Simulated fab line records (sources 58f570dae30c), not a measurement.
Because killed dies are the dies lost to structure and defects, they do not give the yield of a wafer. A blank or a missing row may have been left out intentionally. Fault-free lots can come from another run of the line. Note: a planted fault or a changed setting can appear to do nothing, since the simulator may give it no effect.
Matching of chambers	flow berkeley cmos170	cmp-02 running UCB170_V1_CMP_02: 4 sister chambers
The step polishes SiO2. 18 wafers are shown with their chamber, then 9 later ones without.

== WAFERS, EACH WITH ITS CHAMBER ==
wafer	chamber	motor current A (A)	edge zone pressure frac
L167.1	0	18.3	1.008
L167.3	3	16.2	1.007
L167.5	2	18.0	0.994
L168.2	1	13.9	1.014
L168.5	1	13.7	1.015
L168.6	2	16.6	1.012
L170.2	2	17.5	0.995
L170.4	0	17.7	0.998
L170.6	0	18.5	0.996
L173.1	1	13.6	0.999
L173.5	3	15.6	0.999
L173.6	0	16.7	1.000
L177.1	3	15.2	0.997
L177.2	1	13.6	1.003
L177.6	0	18.4	1.004
L182.1	1	14.0	0.994
L182.3	0	18.5	1.008
L182.6	0	18.2	1.003

SIGNATURES (means of the wafers above)
reading	chamber 0	chamber 1	chamber 2	chamber 3	scatter within a chamber
motor current A	18.043	13.760	17.367	15.667	0.548
edge zone pressure frac	1.00243	1.00500	1.00033	1.00100	0.00724
Rule: distance of a wafer from a chamber = root of the sum over the readings of ((wafer's reading minus chamber's mean) / reading's scatter) squared. The wafer belongs to the nearest chamber; if the next one is less than 2 further off, it can't be placed. The scatter: the root of (the sum of the squares of (reading less its chamber's mean) over the shown wafers, divided by (wafers less chambers)).

== WAFERS WITH NO CHAMBER GIVEN ==
wafer	motor current A (A)	edge zone pressure frac
L183.2	16.1	0.994
L183.4	17.3	0.997
L183.6	14.4	0.995
L186.2	13.5	1.003
L186.3	18.8	0.997
L186.5	14.0	1.002
L187.1	16.3	1.000
L187.2	17.8	0.997
L187.6	17.5	0.997

== WHICH CHAMBER EACH WENT THROUGH ==
wafer	from the rows above	in truth
L183.2	can't be placed: 3 or 2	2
L183.4	can't be placed: 2 or 0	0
L183.6	can't be placed: 1 or 3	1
L186.2	1	1
L186.3	can't be placed: 0 or 2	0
L186.5	1	1
L187.1	can't be placed: 3 or 2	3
L187.2	can't be placed: 0 or 2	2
L187.6	can't be placed: 2 or 0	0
Correctly placed: 2 of 9. From these rows, 7 cannot be placed; in 7 the true chamber is one of the candidates. Wrongly placed: 0.
